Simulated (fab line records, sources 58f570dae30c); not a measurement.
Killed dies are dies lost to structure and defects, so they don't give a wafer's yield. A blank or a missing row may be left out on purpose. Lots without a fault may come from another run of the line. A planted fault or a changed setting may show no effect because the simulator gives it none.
Problem report in the 8D (eight disciplines) form, filled by code | flow berkeley_cmos170 | the parts of the form that need people (team, actions taken, sign-off) are left out

1. THE PROBLEM
spin_speed_rpm at UCB170_M1_COAT_04 reads a mean of 1285.1 rpm on 6 wafers of 2 lots; wafers without a fault read 1500.3 rpm with a standard deviation of 1. That is -99 or more standard deviations from the usual mean.
The step: resist thk 900 nm.
First seen on wafer L215.2, day 9 05:00, on litho_track-01. The record holds 42 wafers of 14 lots with a number at this step. Rule for "out", or "out of limits": more than 4 standard deviations from the usual mean. The other wafers with a number count as sound.

2. WHAT IT IS AND WHAT IT IS NOT
question                    | is                     | is not
which readings at this step | spin_speed_rpm         | dispense_pressure_kPa
which lots                  | L215, L216             | L206, L208, L209, L210, L211, L212, L213, L214, L217, L222, L226, L227
which wafers of those lots  | all that have a number | -
read on which tools         | litho_track-01         | litho_track-03, litho_track-04
when                        | from day 9 05:00       | up to then (21 sound wafers); but 15 sound wafers of L214, L217, L222, L226, L227 came after

3. SUSPECTS, AND WHAT RULES EACH OUT
Counting: a tool at a process step up to the reading stays a suspect if it ran every lot that is out and no sound lot after the first of them.
- litho_track-01 at UCB170_M1_COAT_04 (resist thk 900 nm): kept. It ran every lot that is out, first L215 (day 9 05:00), and no sound lot after that; its last sound lot up to then is L212 (day 8 07:00). Its own readings are out on those wafers: spin_speed_rpm.
Left after counting: litho_track-01 at UCB170_M1_COAT_04.

4. THE CAUSE (what the simulator had put in)
Process parameter drift: litho_track-01, from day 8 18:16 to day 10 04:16, at UCB170_M1_COAT_04. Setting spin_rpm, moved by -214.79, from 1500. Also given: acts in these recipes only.
Counting left only this tool.

5. THE CHAIN OF EFFECTS, in route order
Each row: a reading whose mean over the struck wafers that have a number lies more than 3 standard deviations from the usual. Only readings for which the record gives a usual standard deviation are gone through. hours: the time from each lot's start at the first step in this table that gives one to its start at this step, as a median over the lots. sigmas: the change in usual standard deviations.
hours | step              | reading        | usual      | on struck wafers | change | sigmas
0     | UCB170_M1_COAT_04 | spin_speed_rpm | 1500.3 rpm | 1285.1           | -215.2 | -99 or more
The process steps in it:
- UCB170_M1_COAT_04: resist thk 900 nm.
Later measuring or inspecting steps at which every struck wafer that the step has a row for has a number for every such reading, and none has moved that far: UCB170_V2_CD_MEAS_90.

6. WHAT WOULD HAVE CAUGHT IT SOONER
In this record the first reading out of limits was taken at day 9 05:00, 11 hours after the fault began at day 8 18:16.
